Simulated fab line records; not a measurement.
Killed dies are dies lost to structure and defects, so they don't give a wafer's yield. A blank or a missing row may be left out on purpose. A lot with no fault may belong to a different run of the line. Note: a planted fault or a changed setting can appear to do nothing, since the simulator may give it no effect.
fab line records | flow berkeleyCmos170
[record] lots = 5 | wafers = 23
route steps=331 shown M2@283 V2@294 M3@310
startH: hours from the record's first day to the start of the lot's first wafer shown | waitH: hours elapsed since this lot's preceding step | " the same as in the row above | L1.1+2: a row that stands for several wafers | - value missing, or start not given | * or withheld: withheld | < > ~ a bound
route shown NAME@n: NAME is a module with steps in the file, n the number in the route of the first one | usual: mean/standard deviation taken from wafers without a fault | same: alike in all rows | chamber/n: place in a boat | sites: each site's reading | _std_site: the standard deviation of these | _edge_site: mean of outer sites minus mean of inner sites | radiusMm: for every site, how far away it sits from the centre of the wafer | mask NAME#n: copy n | behind: the last tool/chamber to shape the wafer | hold: why the lot was held/for how many hours/how that ended | device: which transistor (n, p or np) failed to switch | end of line: the tests these same wafers got at the end of their route | a step without rows: its recipe alone | killed: the dies lost at the first sort to structure and to defects; this is not the yield of the wafer | map: a wafer's dies, x killed, . not, _ none there
set.NAME: the setting as run; set.NAME@STEP: as run at that earlier step | model.NAME: the simulator's own value behind a step, which no gauge read
one table per step and one row per wafer, for lots whose settings were changed on purpose
[[steps]]
[step UCB170_M2_EXPOSE_12]
[recipe] maskId = METAL2 | targetCdNm = 700 | na = 0.5 | sigmaOuter = 0.6 | sourceShape = conventional | doseMj = 26
lot.wafer  | tool          | chamber | startH | waitH | mask     | set.doseMj
L074.1+4   | krfScanner-01 | 0       | 199.74 | -     | METAL2#0 | 24.4
L074.2+3+5 | "             | 0       | "      | "     | METAL2#0 | 26
L076.1+2+6 | krfScanner-01 | 0       | 226.84 | -     | METAL2#0 | 26
L085.1+5+6 | krfScanner-01 | 0       | -      | -     | METAL2#0 | 24.44
L085.2+4   | "             | 0       | "      | "     | METAL2#0 | 26
L082.2+5+6 | krfScanner-01 | 0       | -      | -     | METAL2#0 | 26
L082.3+4   | "             | 0       | "      | "     | METAL2#0 | 27.08
L080.1+6   | krfScanner-01 | 0       | -      | -     | METAL2#0 | 27.81
L080.2+4+5 | "             | 0       | "      | "     | METAL2#0 | 26
[step UCB170_M2_PEB_13]
[recipe] pebTempC = 130 | pebTimeS = withheld | resist = KrF
[step UCB170_M2_DEVELOP_14]
[recipe] developer = TMAH | developTimeS = 45 | resist = KrF | devTempC = 21
[step UCB170_M2_CD_MEAS_15]
[recipe] targetCdNm = 700
[usual] cdNm = 699.8/1.4
lot.wafer | tool     | chamber | startH | waitH | set.doseMj@M2_EXPOSE_12 | cdNm
L074.1    | cdSem-01 | -       | 200.39 | -     | 24.4                    | 712.0
L074.2    | "        | -       | "      | "     | 26                      | 701.0
L074.3    | "        | -       | "      | "     | 26                      | 701.3
L074.4    | "        | -       | "      | "     | 24.4                    | 711.5
L074.5    | "        | -       | "      | "     | 26                      | 700.8
L076.1    | cdSem-01 | -       | 227.60 | -     | 26                      | 701.0
L076.2    | "        | -       | "      | "     | 26                      | 700.4
L076.6    | "        | -       | "      | "     | 26                      | 700.9
L085.1    | cdSem-01 | -       | 272.24 | -     | 24.44                   | 710.9
L085.2    | "        | -       | "      | "     | 26                      | 699.8
L085.4    | "        | -       | "      | "     | 26                      | 700.1
L085.5    | "        | -       | "      | "     | 24.44                   | 711.5
L085.6    | "        | -       | "      | "     | 24.44                   | 711.9
L082.2    | cdSem-01 | -       | 272.38 | -     | 26                      | 700.2
L082.3    | "        | -       | "      | "     | 27.08                   | 692.3
L082.4    | "        | -       | "      | "     | 27.08                   | 692.4
L082.5    | "        | -       | "      | "     | 26                      | 699.9
L082.6    | "        | -       | "      | "     | 26                      | 700.4
L080.1    | cdSem-01 | -       | 272.51 | -     | 27.81                   | 688.9
L080.2    | "        | -       | "      | "     | 26                      | 700.4
L080.4    | "        | -       | "      | "     | 26                      | 699.7
L080.5    | "        | -       | "      | "     | 26                      | 703.0
L080.6    | "        | -       | "      | "     | 27.81                   | 689.3
[step UCB170_M2_ETCH_17]
[recipe] chemistry = N2/H2 | targetDepthA = withheld | overetchA = withheld | target = BARC | timeS = withheld | sourceW = 500 | biasW = 100 | pressureMtorr = 30 | n2FlowSccm = 100 | h2FlowSccm = 200
lot.wafer | tool       | chamber | startH | waitH | set.doseMj@M2_EXPOSE_12 | model.M2.cdNm
L074.1    | rieDiel-01 | 2       | 200.55 | 0.0   | 24.4                    | 712
L074.2    | "          | 3       | "      | "     | 26                      | 700.3
L074.3    | "          | 0       | "      | "     | 26                      | 701.8
L074.4    | "          | 1       | "      | "     | 24.4                    | 711.9
L074.5    | "          | 1       | "      | "     | 26                      | 702.1
L076.1    | rieDiel-01 | 3       | 227.75 | 0.0   | 26                      | 699.9
L076.2    | "          | 2       | "      | "     | 26                      | 700.5
L076.6    | "          | 3       | "      | "     | 26                      | 699.5
L085.1    | rieDiel-02 | 0       | 272.40 | 0.0   | 24.44                   | 711.2
L085.2    | "          | 1       | "      | "     | 26                      | 699.9
L085.4    | "          | 3       | "      | "     | 26                      | 700
L085.5    | "          | 0       | "      | "     | 24.44                   | 711.7
L085.6    | "          | 3       | "      | "     | 24.44                   | 711.8
L082.2    | rieDiel-03 | 1       | 272.52 | 0.0   | 26                      | 699.7
L082.3    | "          | 2       | "      | "     | 27.08                   | 692.4
L082.4    | "          | 3       | "      | "     | 27.08                   | 692.8
L082.5    | "          | 0       | "      | "     | 26                      | 698.4
L082.6    | "          | 3       | "      | "     | 26                      | 700.2
L080.1    | rieDiel-02 | 0       | 272.67 | 0.0   | 27.81                   | 689.2
L080.2    | "          | 3       | "      | "     | 26                      | 700.3
L080.4    | "          | 1       | "      | "     | 26                      | 700.7
L080.5    | "          | 1       | "      | "     | 26                      | 703.4
L080.6    | "          | 0       | "      | "     | 27.81                   | 690.1
[step UCB170_M2_METAL_ETCH_18]
[recipe] chemistry = Cl2/BCl3 | target = Al | stopOn = SiO2 | pressureMtorr = 12 | targetDepthA = 11700 | overEtchFrac = 0.3 | timeS = 195 | icpW = 600 | biasW = 116.2 | Cl2_flow_sccm = 90 | bcl3FlowSccm = 45
[step UCB170_M2_STRIP_19]
[recipe] chemistry = O2 | powerW = 400 | pressureMtorr = 3500 | platenTempC = withheld | o2FlowSccm = 400 | overashFraction = 0.5
[step UCB170_M2_CD_MEAS_90]
[recipe] targetCdNm = 700
[usual] cdNm = 699/3.1
lot.wafer | tool     | chamber | startH | waitH | set.doseMj@M2_EXPOSE_12 | cdNm
L074.1    | cdSem-02 | -       | 200.88 | 0.1   | 24.4                    | 706
L074.2    | "        | -       | "      | "     | 26                      | 702
L074.3    | "        | -       | "      | "     | 26                      | 693
L074.4    | "        | -       | "      | "     | 24.4                    | 714
L074.5    | "        | -       | "      | "     | 26                      | 702
L076.1    | cdSem-01 | -       | 228.08 | 0.1   | 26                      | 698
L076.2    | "        | -       | "      | "     | 26                      | 700
L076.6    | "        | -       | "      | "     | 26                      | 701
L085.1    | cdSem-02 | -       | 272.79 | 0.1   | 24.44                   | 707
L085.2    | "        | -       | "      | "     | 26                      | 700
L085.4    | "        | -       | "      | "     | 26                      | 696
L085.5    | "        | -       | "      | "     | 24.44                   | 711
L085.6    | "        | -       | "      | "     | 24.44                   | 708
L082.2    | cdSem-01 | -       | 272.87 | 0.1   | 26                      | 700
L082.3    | "        | -       | "      | "     | 27.08                   | 691
L082.4    | "        | -       | "      | "     | 27.08                   | 694
L082.5    | "        | -       | "      | "     | 26                      | 695
L082.6    | "        | -       | "      | "     | 26                      | 702
L080.1    | cdSem-01 | -       | 273.00 | 0.1   | 27.81                   | 685
L080.2    | "        | -       | "      | "     | 26                      | 702
L080.4    | "        | -       | "      | "     | 26                      | 701
L080.5    | "        | -       | "      | "     | 26                      | 700
L080.6    | "        | -       | "      | "     | 27.81                   | 690
[step UCB170_V2_CMP_02]
[recipe] material = SiO2 | downForcePsi = 6 | platenRpm = 60 | padVelocityMS = 0.75398
lot.wafer | tool   | chamber | startH | waitH | set.leaveAboveRefNm | model.SiO2_of_V2_CVD_00.thkNm
L074.3    | cmp-01 | 3       | 201.21 | 0.0   | 1000                | 1003
L074.1+5  | "      | 0       | "      | "     | 1000                | -
L074.4    | "      | 1       | "      | "     | 1000                | 998.4
L074.2    | "      | 2       | "      | "     | 1000                | 1001
L076.2    | cmp-01 | 3       | 228.42 | 0.0   | 1000                | 1003
L076.1    | "      | 0       | "      | "     | 1000                | 1001
L076.6    | "      | 3       | "      | "     | 1000                | 1004
L085.4+5  | cmp-01 | 1,0     | 273.17 | 0.1   | 1030                | -
L085.2    | "      | 2       | "      | "     | 1030                | 1029
L085.1    | "      | 3       | "      | "     | 1000                | 1003
L085.6    | "      | 1       | "      | "     | 1000                | 998.7
L082.3    | cmp-02 | 3       | 273.23 | 0.1   | 1045                | 1045
L082.4    | "      | 0       | "      | "     | 1000                | -
L082.2    | "      | 1       | "      | "     | 1000                | 999.8
L082.6+5  | "      | 2,3     | "      | "     | 1045                | -
L080.4    | cmp-01 | 1       | 273.42 | 0.1   | 1020                | 1019
L080.2    | "      | 3       | "      | "     | 1000                | -
L080.1    | "      | 0       | "      | "     | 1000                | 1001
L080.6    | "      | 1       | "      | "     | 1000                | 998
L080.5    | "      | 2       | "      | "     | 1020                | 1020
[step UCB170_V2_THK_MEAS_04]
[recipe] reads = SiO2_of_V2_CVD_00
[usual] V2_POLISHED_THK = 1000.5/1.6
lot.wafer | tool         | chamber | startH | waitH | set.leaveAboveRefNm@V2_CMP_02 | V2_POLISHED_THK[nm]
L074.1    | filmMetro-04 | -       | 201.63 | 0.1   | 1000                          | 999.3
L074.2    | "            | -       | "      | "     | 1000                          | 1001.4
L074.3    | "            | -       | "      | "     | 1000                          | 1002.0
L074.4    | "            | -       | "      | "     | 1000                          | 999.0
L074.5    | "            | -       | "      | "     | 1000                          | 1001.0
L076.1    | filmMetro-04 | -       | 228.84 | 0.1   | 1000                          | 1001.7
L076.2    | "            | -       | "      | "     | 1000                          | 1002.6
L076.6    | "            | -       | "      | "     | 1000                          | 1004.0
L085.1    | filmMetro-01 | -       | 273.54 | 0.1   | 1000                          | 1003.4
L085.2    | "            | -       | "      | "     | 1030                          | 1028.3
L085.4    | "            | -       | "      | "     | 1030                          | 1026.7
L085.5    | "            | -       | "      | "     | 1030                          | 1032.0
L085.6    | "            | -       | "      | "     | 1000                          | 998.7
L082.2    | filmMetro-04 | -       | 273.66 | 0.1   | 1000                          | 1000.8
L082.3    | "            | -       | "      | "     | 1045                          | 1045.5
L082.4    | "            | -       | "      | "     | 1000                          | 1001.4
L082.5    | "            | -       | "      | "     | 1045                          | 1044.4
L082.6    | "            | -       | "      | "     | 1045                          | 1045.7
L080.1    | filmMetro-03 | -       | 273.84 | 0.1   | 1000                          | 1001.0
L080.2    | "            | -       | "      | "     | 1000                          | 1001.7
L080.4    | "            | -       | "      | "     | 1020                          | 1018.7
L080.5    | "            | -       | "      | "     | 1020                          | 1019.0
L080.6    | "            | -       | "      | "     | 1000                          | 998.0
[step UCB170_V2_COAT_07]
[recipe] resist = KrF | spinRpm = 1500 | resistThkNm = 900
lot.wafer | tool          | chamber | startH | waitH | set.resistThkNm | model.KrF_of_V2_COAT_07.thkNm
L074.1    | lithoTrack-03 | 0       | 202.02 | 0.1   | 900             | 903.3
L074.2    | "             | 0       | "      | "     | 847.5           | 850.2
L074.3    | "             | 0       | "      | "     | 900             | 905.5
L074.4    | "             | 0       | "      | "     | 847.5           | 849.8
L074.5    | "             | 0       | "      | "     | 847.5           | 853.3
L076.1+6  | lithoTrack-02 | 0       | 229.51 | 0.1   | 900             | 898.6
L076.2    | "             | 0       | "      | "     | 900             | 901.5
L085.1    | lithoTrack-02 | 0       | 276.45 | 0.1   | 940.3           | 937.3
L085.2    | "             | 0       | "      | "     | 940.3           | 938.5
L085.4    | "             | 0       | "      | "     | 940.3           | 939.4
L085.5    | "             | 0       | "      | "     | 900             | 900.1
L085.6    | "             | 0       | "      | "     | 900             | 900.2
L082.2    | lithoTrack-01 | 0       | 276.53 | 0.1   | 900             | 902.8
L082.3    | "             | 0       | "      | "     | 916.9           | 920.5
L082.4+5  | "             | 0       | "      | "     | 900             | 903.8
L082.6    | "             | 0       | "      | "     | 916.9           | 921.6
L080.1    | lithoTrack-03 | 0       | 276.55 | 0.1   | 900             | 897.4
L080.2    | "             | 0       | "      | "     | 900             | 898.9
L080.4    | "             | 0       | "      | "     | 900             | 899.4
L080.5    | "             | 0       | "      | "     | 900             | 899.5
L080.6    | "             | 0       | "      | "     | 900             | 903.3
[step UCB170_V2_SOFTBAKE_08]
[recipe] resist = KrF | tempC = 130 | timeS = 60
[step UCB170_V2_EXPOSE_09]
[recipe] maskId = VIA2 | targetCdNm = 700 | na = 0.5 | sigmaOuter = 0.6 | sourceShape = conventional | doseMj = 37
[step UCB170_V2_ETCH_14]
[recipe] chemistry = CHF3/CF4/Ar | target = SiO2 | stopOn = Al | CHF3_flow_sccm = 45 | cf4FlowSccm = 15 | Ar_flow_sccm = 150 | pressureMtorr = 200 | rfW = 712.4 | targetDepthA = 12500 | overEtchFrac = 0.25 | timeS = 291
lot.wafer | tool       | chamber | startH | waitH | set.doseMj@M2_EXPOSE_12 | set.leaveAboveRefNm@V2_CMP_02 | set.resistThkNm@V2_COAT_07 | model.V2.featureDepthNm | model.etch.depthNm | model.KrF_of_V2_COAT_07.thkNm
L074.1    | rieDiel-04 | 2       | 202.99 | 0.0   | 24.4                    | 1000                          | 900                        | 1000                    | -                  | 605.4
L074.2    | "          | 1       | "      | "     | 26                      | 1000                          | 847.5                      | 1001                    | 1001               | 547.2
L074.3    | "          | 3       | "      | "     | 26                      | 1000                          | 900                        | 1003                    | 1003               | 610.8
L074.4    | "          | 0       | "      | "     | 24.4                    | 1000                          | 847.5                      | 998.4                   | 998.4              | 569.3
L074.5    | "          | 3       | "      | "     | 26                      | 1000                          | 847.5                      | 1001                    | -                  | 561.1
L076.1    | rieDiel-04 | 1       | 231.07 | 0.0   | 26                      | 1000                          | 900                        | 1002                    | 1001               | 604.8
L076.2    | "          | 3       | "      | "     | 26                      | 1000                          | 900                        | 1003                    | 1003               | 610.1
L076.6    | "          | 2       | "      | "     | 26                      | 1000                          | 900                        | 1004                    | 1004               | 606.1
L085.1    | rieDiel-04 | 0       | 277.79 | 0.0   | 24.44                   | 1000                          | 940.3                      | 1003                    | 1003               | 658.7
L085.2    | "          | 3       | "      | "     | 26                      | 1030                          | 940.3                      | 1029                    | 1029               | 650.8
L085.4    | "          | 2       | "      | "     | 26                      | 1030                          | 940.3                      | 1028                    | -                  | 647.8
L085.5    | "          | 0       | "      | "     | 24.44                   | 1030                          | 900                        | 1031                    | -                  | 624.9
L085.6    | "          | 1       | "      | "     | 24.44                   | 1000                          | 900                        | 999.2                   | 998.7              | 606.7
L082.2    | rieDiel-01 | 2       | 277.91 | 0.0   | 26                      | 1000                          | 900                        | 999.8                   | -                  | 609.4
L082.3    | "          | 3       | "      | "     | 27.08                   | 1045                          | 916.9                      | 1045                    | 1045               | 624.5
L082.4    | "          | 2       | "      | "     | 27.08                   | 1000                          | 900                        | 1002                    | -                  | 608.6
L082.5    | "          | 3       | "      | "     | 26                      | 1045                          | 900                        | 1045                    | -                  | 610.4
L082.6    | "          | 1       | "      | "     | 26                      | 1045                          | 916.9                      | 1045                    | -                  | 621.5
L080.1    | rieDiel-03 | 0       | 278.06 | 0.0   | 27.81                   | 1000                          | 900                        | 1002                    | -                  | 596.8
L080.2    | "          | 1       | "      | "     | 26                      | 1000                          | 900                        | 1003                    | -                  | 608.7
L080.4    | "          | 3       | "      | "     | 26                      | 1020                          | 900                        | 1019                    | -                  | 609.9
L080.5    | "          | 2       | "      | "     | 26                      | 1020                          | 900                        | 1020                    | 1020               | 608.5
L080.6    | "          | 1       | "      | "     | 27.81                   | 1000                          | 900                        | 998                     | -                  | 613.9
[step UCB170_V2_STRIP_15]
[recipe] chemistry = O2 | powerW = 400 | pressureMtorr = 3500 | platenTempC = withheld | o2FlowSccm = 400 | overashFraction = 0.5
[usual] stripTimeToEndpointS = 15.30/0.14
lot.wafer | tool           | chamber | startH | waitH | set.resistThkNm@V2_COAT_07 | stripTimeToEndpointS
L074.1    | plasmaAsher-01 | 1       | 203.17 | 0.1   | 900                        | 15.19
L074.2    | "              | 0       | "      | "     | 847.5                      | 13.83
L074.3    | "              | 1       | "      | "     | 900                        | 15.33
L074.4    | "              | 0       | "      | "     | 847.5                      | 14.34
L074.5    | "              | 1       | "      | "     | 847.5                      | 14.15
L076.1    | plasmaAsher-03 | 1       | 231.25 | 0.1   | 900                        | 15.19
L076.2    | "              | 0       | "      | "     | 900                        | 15.32
L076.6    | "              | 0       | "      | "     | 900                        | 15.21
L085.1    | plasmaAsher-01 | 1       | 277.96 | 0.1   | 940.3                      | 16.40
L085.2    | "              | 0       | "      | "     | 940.3                      | 16.21
L085.4    | "              | 1       | "      | "     | 940.3                      | 16.14
L085.5    | "              | 1       | "      | "     | 900                        | 15.66
L085.6    | "              | 0       | "      | "     | 900                        | 15.24
L082.2    | plasmaAsher-04 | 0       | 278.09 | 0.1   | 900                        | 15.28
L082.3    | "              | 1       | "      | "     | 916.9                      | 15.66
L082.4    | "              | 0       | "      | "     | 900                        | 15.28
L082.5    | "              | 0       | "      | "     | 900                        | 15.31
L082.6    | "              | 1       | "      | "     | 916.9                      | 15.57
L080.1    | plasmaAsher-03 | 0       | 278.24 | 0.1   | 900                        | 15.01
L080.2    | "              | 1       | "      | "     | 900                        | 15.28
L080.4    | "              | 1       | "      | "     | 900                        | 15.30
L080.5    | "              | 0       | "      | "     | 900                        | 15.26
L080.6    | "              | 1       | "      | "     | 900                        | 15.38
[step UCB170_M3_SPUTTER_01]
[recipe] material = Al | targetThkNm = 900 | timeS = 120 | powerW = 6000 | chamberPressurePa = 0.5
lot.wafer | tool          | chamber | startH | waitH | set.timeS | model.Al_of_M3_SPUTTER_01.thkNm
L074.1    | pvdSputter-03 | -       | 203.45 | 0.0   | 102.7     | 760.8
L074.2    | "             | -       | "      | "     | 120       | 885.4
L074.3    | "             | -       | "      | "     | 120       | 896.6
L074.4    | "             | -       | "      | "     | 120       | 891.9
L074.5    | "             | -       | "      | "     | 102.7     | 757
L076.1    | pvdSputter-03 | -       | 231.54 | 0.0   | 120       | 893.4
L076.2    | "             | -       | "      | "     | 120       | 899.2
L076.6    | "             | -       | "      | "     | 120       | 895.7
L085.1    | pvdSputter-03 | -       | 278.28 | 0.0   | 120       | 911.1
L085.2    | "             | -       | "      | "     | 120       | 906.7
L085.4    | "             | -       | "      | "     | 135.5     | 1009
L085.5    | "             | -       | "      | "     | 135.5     | 1028
L085.6    | "             | -       | "      | "     | 120       | 906.1
L082.2    | pvdSputter-01 | -       | 278.40 | 0.0   | 120       | 883.5
L082.3    | "             | -       | "      | "     | 120       | 878.8
L082.4    | "             | -       | "      | "     | 136.5     | 1018
L082.5    | "             | -       | "      | "     | 136.5     | 1003
L082.6    | "             | -       | "      | "     | 136.5     | 1009
L080.1    | pvdSputter-04 | -       | 278.61 | 0.0   | 114       | 864.7
L080.2    | "             | -       | "      | "     | 114       | 845.3
L080.4    | "             | -       | "      | "     | 120       | 890.1
L080.5    | "             | -       | "      | "     | 114       | 862.8
L080.6    | "             | -       | "      | "     | 120       | 894.2
[step UCB170_M3_RS_MEAS_02]
[recipe] thkMeasGauge = four-point-probe | reads = Al_of_M3_SPUTTER_01
[usual] M3_AL_RS = 0.0324/0.00034
lot.wafer | tool         | chamber | startH | waitH | set.timeS@M3_SPUTTER_01 | M3_AL_RS[ohm/sq]
L074.1    | filmMetro-02 | -       | 203.54 | 0.0   | 102.7                   | 0.0381
L074.2    | "            | -       | "      | "     | 120                     | 0.0326
L074.3    | "            | -       | "      | "     | 120                     | 0.0323
L074.4    | "            | -       | "      | "     | 120                     | 0.0324
L074.5    | "            | -       | "      | "     | 102.7                   | 0.0382
L076.1    | filmMetro-01 | -       | 231.62 | 0.0   | 120                     | 0.0325
L076.2    | "            | -       | "      | "     | 120                     | 0.0322
L076.6    | "            | -       | "      | "     | 120                     | 0.0323
L085.1    | filmMetro-04 | -       | 278.36 | 0.0   | 120                     | 0.0317
L085.2    | "            | -       | "      | "     | 120                     | 0.0319
L085.4    | "            | -       | "      | "     | 135.5                   | 0.0286
L085.5    | "            | -       | "      | "     | 135.5                   | 0.0281
L085.6    | "            | -       | "      | "     | 120                     | 0.0319
L082.2    | filmMetro-02 | -       | 278.50 | 0.1   | 120                     | 0.0327
L082.3    | "            | -       | "      | "     | 120                     | 0.0330
L082.4    | "            | -       | "      | "     | 136.5                   | 0.0284
L082.5    | "            | -       | "      | "     | 136.5                   | 0.0288
L082.6    | "            | -       | "      | "     | 136.5                   | 0.0286
L080.1    | filmMetro-01 | -       | 278.69 | 0.0   | 114                     | 0.0335
L080.2    | "            | -       | "      | "     | 114                     | 0.0343
L080.4    | "            | -       | "      | "     | 120                     | 0.0325
L080.5    | "            | -       | "      | "     | 114                     | 0.0336
L080.6    | "            | -       | "      | "     | 120                     | 0.0324
[step UCB170_M3_THK_MEAS_03]
[recipe] thkMeasGauge = xrf | reads = Al_of_M3_SPUTTER_01
[usual] M3_AL_THK = 894/9.7
lot.wafer | tool         | chamber | startH | waitH | set.timeS@M3_SPUTTER_01 | M3_AL_THK[nm]
L074.1    | filmMetro-02 | -       | 203.66 | 0.1   | 102.7                   | 764
L074.2    | "            | -       | "      | "     | 120                     | 891
L074.3    | "            | -       | "      | "     | 120                     | 895
L074.4    | "            | -       | "      | "     | 120                     | 898
L074.5    | "            | -       | "      | "     | 102.7                   | 761
L076.1    | filmMetro-01 | -       | 231.74 | 0.1   | 120                     | 894
L076.2    | "            | -       | "      | "     | 120                     | 898
L076.6    | "            | -       | "      | "     | 120                     | 890
L085.1    | filmMetro-04 | -       | 278.48 | 0.1   | 120                     | 914
L085.2    | "            | -       | "      | "     | 120                     | 912
L085.4    | "            | -       | "      | "     | 135.5                   | 1009
L085.5    | "            | -       | "      | "     | 135.5                   | 1033
L085.6    | "            | -       | "      | "     | 120                     | 905
L082.2    | filmMetro-02 | -       | 278.61 | 0.1   | 120                     | 880
L082.3    | "            | -       | "      | "     | 120                     | 878
L082.4    | "            | -       | "      | "     | 136.5                   | 1015
L082.5    | "            | -       | "      | "     | 136.5                   | 1002
L082.6    | "            | -       | "      | "     | 136.5                   | 1012
L080.1    | filmMetro-01 | -       | 278.81 | 0.1   | 114                     | 861
L080.2    | "            | -       | "      | "     | 114                     | 848
L080.4    | "            | -       | "      | "     | 120                     | 890
L080.5    | "            | -       | "      | "     | 114                     | 862
L080.6    | "            | -       | "      | "     | 120                     | 898
[step UCB170_M3_COAT_10]
[recipe] resist = KrF | spinRpm = 1500 | resistThkNm = 900
lot.wafer | tool          | chamber | startH | waitH | set.resistThkNm | model.KrF_of_M3_COAT_10.thkNm
L074.1    | lithoTrack-01 | 0       | -      | -     | 900             | -
L074.2    | "             | 0       | "      | "     | 900             | 896.4
L074.3    | "             | 0       | "      | "     | 861.6           | 858.5
L074.4    | "             | 0       | "      | "     | 900             | 897
L074.5    | "             | 0       | "      | "     | 861.6           | -
L076.1    | lithoTrack-03 | 0       | -      | -     | 900             | 896.8
L076.2    | "             | 0       | "      | "     | 900             | 896.5
L076.6    | "             | 0       | "      | "     | 900             | 899.2
L085.1    | lithoTrack-04 | 0       | -      | -     | 855.7           | 858.2
L085.2    | "             | 0       | "      | "     | 900             | 901.6
L085.4    | "             | 0       | "      | "     | 900             | -
L085.5    | "             | 0       | "      | "     | 855.7           | -
L085.6    | "             | 0       | "      | "     | 900             | 903.6
L082.2    | lithoTrack-04 | 0       | -      | -     | 937.6           | 940
L082.3    | "             | 0       | "      | "     | 937.6           | 937.8
L082.4+5  | "             | 0       | "      | "     | 900             | -
L082.6    | "             | 0       | "      | "     | 937.6           | -
L080.1    | lithoTrack-03 | 0       | -      | -     | 857.9           | 853.2
L080.2    | "             | 0       | "      | "     | 900             | -
L080.4    | "             | 0       | "      | "     | 900             | 897.2
L080.5    | "             | 0       | "      | "     | 857.9           | 854.7
L080.6    | "             | 0       | "      | "     | 857.9           | 854.2
[[key]]
[split] step = UCB170_M2_EXPOSE_12 | setting = doseMj | stated = 26 | by = wafer
[response] step = UCB170_M2_CD_MEAS_15 | reading = cdNm | change = -1.79 | per = 1% | r = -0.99
[response] step = UCB170_M2_ETCH_17 | reading = model.M2.cdNm | change = -1.76 | per = 1% | r = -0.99
[response] step = UCB170_M2_CD_MEAS_90 | reading = cdNm | change = -1.79 | per = 1% | r = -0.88
[response] step = UCB170_V2_ETCH_14 | reading = model.etch.depthNm | shape = bent | atLowest = 998.4 | atStated = 1009 | atHighest = 1045
[split] step = UCB170_V2_CMP_02 | setting = leaveAboveRefNm | stated = 1000 | by = wafer
[response] step = UCB170_V2_CMP_02 | reading = model.SiO2_of_V2_CVD_00.thkNm | change = +9.72 | per = 1% | r = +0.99
[response] step = UCB170_V2_THK_MEAS_04 | reading = V2_POLISHED_THK | change = +9.61 | per = 1% | r = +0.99
[response] step = UCB170_V2_ETCH_14 | reading = model.V2.featureDepthNm | change = +9.69 | per = 1% | r = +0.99
[split] step = UCB170_V2_COAT_07 | setting = resistThkNm | stated = 900 | by = wafer
[response] step = UCB170_V2_COAT_07 | reading = model.KrF_of_V2_COAT_07.thkNm | change = +8.95 | per = 1% | r = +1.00
[response] step = UCB170_V2_ETCH_14 | reading = model.KrF_of_V2_COAT_07.thkNm | change = +8.25 | per = 1% | r = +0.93
[response] step = UCB170_V2_STRIP_15 | reading = stripTimeToEndpointS | change = * | per = 1% | r = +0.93
[split] step = UCB170_M3_SPUTTER_01 | setting = timeS | stated = 120 | by = wafer
[response] step = UCB170_M3_SPUTTER_01 | reading = model.Al_of_M3_SPUTTER_01.thkNm | change = +8.97 | per = 1% | r = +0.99
[response] step = UCB170_M3_RS_MEAS_02 | reading = M3_AL_RS | change = -0.000327 | per = 1% | r = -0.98
[response] step = UCB170_M3_THK_MEAS_03 | reading = M3_AL_THK | change = +9.03 | per = 1% | r = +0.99
[split] step = UCB170_M3_COAT_10 | setting = resistThkNm | stated = 900 | by = wafer
[response] step = UCB170_M3_COAT_10 | reading = model.KrF_of_M3_COAT_10.thkNm | change = +9.07 | per = 1% | r = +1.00
